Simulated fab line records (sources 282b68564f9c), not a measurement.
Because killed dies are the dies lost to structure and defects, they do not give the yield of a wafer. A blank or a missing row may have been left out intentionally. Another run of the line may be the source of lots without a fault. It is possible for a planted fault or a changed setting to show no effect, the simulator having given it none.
Split-lot experiment :: flow rit_cmos :: 23 wafers read across 5 lots, on a route 202 steps long

THE SPLIT
At RIT_NWELL_COAT_01 (resist thk 1300 nm), the setting spin_rpm was moved away from the recipe's 2000 rpm on 5 of the 23 wafers read, by -7.1% to -2.0%. The other wafers ran this setting at the recipe's value.

THE PATH FROM SPLIT TO READING: the file shows 1 step between them
- RIT_NWELL_DEVELOP_05: develop time 68 s (also split here: develop_time_s)

THE READING
NOVOLAK_of_NWELL_COAT_01.thk_nm (the simulator's own value, which no gauge read), in nm, at RIT_NWELL_HARDBAKE_07 (time 120 s). The file does not state a usual value for it. Across the 18 wafers here that went through the recipe, the average is 1136 nm and the standard deviation 3.3 nm.

wafer: L076.1
tool, chamber at the split: litho_track-02, 0
spin_rpm as run, rpm: 1960
against the recipe: -2.0%
NOVOLAK_of_NWELL_COAT_01.thk_nm, nm: 1146
against lot-mates on the recipe: +10

wafer: L076.4
tool, chamber at the split: litho_track-02, 0
spin_rpm as run, rpm: 1960
against the recipe: -2.0%
NOVOLAK_of_NWELL_COAT_01.thk_nm, nm: 1146
against lot-mates on the recipe: +10

wafer: L076.2
tool, chamber at the split: litho_track-02, 0
spin_rpm as run, rpm: 2000
against the recipe: recipe
NOVOLAK_of_NWELL_COAT_01.thk_nm, nm: 1138
against lot-mates on the recipe: -

wafer: L076.3
tool, chamber at the split: litho_track-02, 0
spin_rpm as run, rpm: 2000
against the recipe: recipe
NOVOLAK_of_NWELL_COAT_01.thk_nm, nm: 1136
against lot-mates on the recipe: -

wafer: L076.5
tool, chamber at the split: litho_track-02, 0
spin_rpm as run, rpm: 2000
against the recipe: recipe
NOVOLAK_of_NWELL_COAT_01.thk_nm, nm: 1135
against lot-mates on the recipe: -

wafer: L077.1
tool, chamber at the split: litho_track-03, 0
spin_rpm as run, rpm: 1858
against the recipe: -7.1%
NOVOLAK_of_NWELL_COAT_01.thk_nm, nm: 1176
against lot-mates on the recipe: +40

wafer: L077.6
tool, chamber at the split: litho_track-03, 0
spin_rpm as run, rpm: 1858
against the recipe: -7.1%
NOVOLAK_of_NWELL_COAT_01.thk_nm, nm: 1176
against lot-mates on the recipe: +40

wafer: L077.3
tool, chamber at the split: litho_track-03, 0
spin_rpm as run, rpm: 1858
against the recipe: -7.1%
NOVOLAK_of_NWELL_COAT_01.thk_nm, nm: 1172
against lot-mates on the recipe: +36

wafer: L077.4
tool, chamber at the split: litho_track-03, 0
spin_rpm as run, rpm: 2000
against the recipe: recipe
NOVOLAK_of_NWELL_COAT_01.thk_nm, nm: 1134
against lot-mates on the recipe: -

wafer: L077.5
tool, chamber at the split: litho_track-03, 0
spin_rpm as run, rpm: 2000
against the recipe: recipe
NOVOLAK_of_NWELL_COAT_01.thk_nm, nm: 1137
against lot-mates on the recipe: -

wafer: L080.2
tool, chamber at the split: litho_track-02, 0
spin_rpm as run, rpm: 2000
against the recipe: recipe
NOVOLAK_of_NWELL_COAT_01.thk_nm, nm: 1142
against lot-mates on the recipe: -

wafer: L080.3
tool, chamber at the split: litho_track-02, 0
spin_rpm as run, rpm: 2000
against the recipe: recipe
NOVOLAK_of_NWELL_COAT_01.thk_nm, nm: 1136
against lot-mates on the recipe: -

wafer: L080.6
tool, chamber at the split: litho_track-02, 0
spin_rpm as run, rpm: 2000
against the recipe: recipe
NOVOLAK_of_NWELL_COAT_01.thk_nm, nm: 1136
against lot-mates on the recipe: -

wafer: L080.4
tool, chamber at the split: litho_track-02, 0
spin_rpm as run, rpm: 2000
against the recipe: recipe
NOVOLAK_of_NWELL_COAT_01.thk_nm, nm: 1138
against lot-mates on the recipe: -

wafer: L080.5
tool, chamber at the split: litho_track-02, 0
spin_rpm as run, rpm: 2000
against the recipe: recipe
NOVOLAK_of_NWELL_COAT_01.thk_nm, nm: 1137
against lot-mates on the recipe: -

wafer: L082.1
tool, chamber at the split: litho_track-02, 0
spin_rpm as run, rpm: 2000
against the recipe: recipe
NOVOLAK_of_NWELL_COAT_01.thk_nm, nm: 1134
against lot-mates on the recipe: -

wafer: L082.2
tool, chamber at the split: litho_track-02, 0
spin_rpm as run, rpm: 2000
against the recipe: recipe
NOVOLAK_of_NWELL_COAT_01.thk_nm, nm: 1132
against lot-mates on the recipe: -

wafer: L082.3
tool, chamber at the split: litho_track-02, 0
spin_rpm as run, rpm: 2000
against the recipe: recipe
NOVOLAK_of_NWELL_COAT_01.thk_nm, nm: 1131
against lot-mates on the recipe: -

wafer: L082.5
tool, chamber at the split: litho_track-02, 0
spin_rpm as run, rpm: 2000
against the recipe: recipe
NOVOLAK_of_NWELL_COAT_01.thk_nm, nm: 1131
against lot-mates on the recipe: -

wafer: L082.6
tool, chamber at the split: litho_track-02, 0
spin_rpm as run, rpm: 2000
against the recipe: recipe
NOVOLAK_of_NWELL_COAT_01.thk_nm, nm: 1131
against lot-mates on the recipe: -

wafer: L085.1
tool, chamber at the split: litho_track-03, 0
spin_rpm as run, rpm: 2000
against the recipe: recipe
NOVOLAK_of_NWELL_COAT_01.thk_nm, nm: 1142
against lot-mates on the recipe: -

wafer: L085.3
tool, chamber at the split: litho_track-03, 0
spin_rpm as run, rpm: 2000
against the recipe: recipe
NOVOLAK_of_NWELL_COAT_01.thk_nm, nm: 1139
against lot-mates on the recipe: -

wafer: L085.4
tool, chamber at the split: litho_track-03, 0
spin_rpm as run, rpm: 2000
against the recipe: recipe
NOVOLAK_of_NWELL_COAT_01.thk_nm, nm: 1137
against lot-mates on the recipe: -

THE FIT
A straight line over all 23 wafers: NOVOLAK_of_NWELL_COAT_01.thk_nm changes by -5.45 nm for each +1% of spin_rpm; r = -0.97; the points scatter about the line by 3.1 nm.
The same after taking each lot's own level away (the mean of its wafers on the recipe; 23 wafers): -5.5 nm for each +1%; r = -0.99; scatter 1.8 nm.
On that fit, the largest move of spin_rpm shifts the reading by 39 nm.
From 1131.8 to 1139.3 nm: that is the span of the lots' own levels, equal to 2.3 times the standard deviation above.
The two slopes are in agreement: the lot-to-lot level therefore moves the slope only a little.
Check: for one of the wafers moved furthest among these (-7.1%), held out of the fit, the line's prediction against its lot-mates is +38.2 nm. Against them it came out at +40.5 nm.

OTHER SPLITS APPLIED TO THESE WAFERS
Note: prior to the reading, these wafers also went through further splits. Each is held against what the fit with the lots' levels taken away leaves over:
other split on the same wafers: RIT_ACTIVE_CVD_03 temp_c
wafers away from the commonest value: 15
r with NOVOLAK_of_NWELL_COAT_01.thk_nm (lot level and that fit taken away): +0.10

other split on the same wafers: RIT_ACTIVE_DEVELOP_10 develop_time_s
wafers away from the commonest value: 7
r with NOVOLAK_of_NWELL_COAT_01.thk_nm (lot level and that fit taken away): -0.17

other split on the same wafers: RIT_NWELL_DEVELOP_05 develop_time_s
wafers away from the commonest value: 5
r with NOVOLAK_of_NWELL_COAT_01.thk_nm (lot level and that fit taken away): -0.06

THE WHOLE CHAIN: every reading that the file lists as answering this split, in the file's order
step: RIT_NWELL_COAT_01
what it does: resist thk 1300 nm
reading: NOVOLAK_of_NWELL_COAT_01.thk_nm (the simulator's own value, which no gauge read)
change (the file's fit): -6.39 nm for each +1% of the setting
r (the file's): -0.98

step: RIT_NWELL_HARDBAKE_07
what it does: time 120 s
reading: NOVOLAK_of_NWELL_COAT_01.thk_nm (the simulator's own value, which no gauge read)
change (the file's fit): -5.5 nm for each +1% of the setting
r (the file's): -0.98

FILE'S OWN FIT
NOVOLAK_of_NWELL_COAT_01.thk_nm changes by -5.5 nm for each +1% of spin_rpm, r = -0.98.
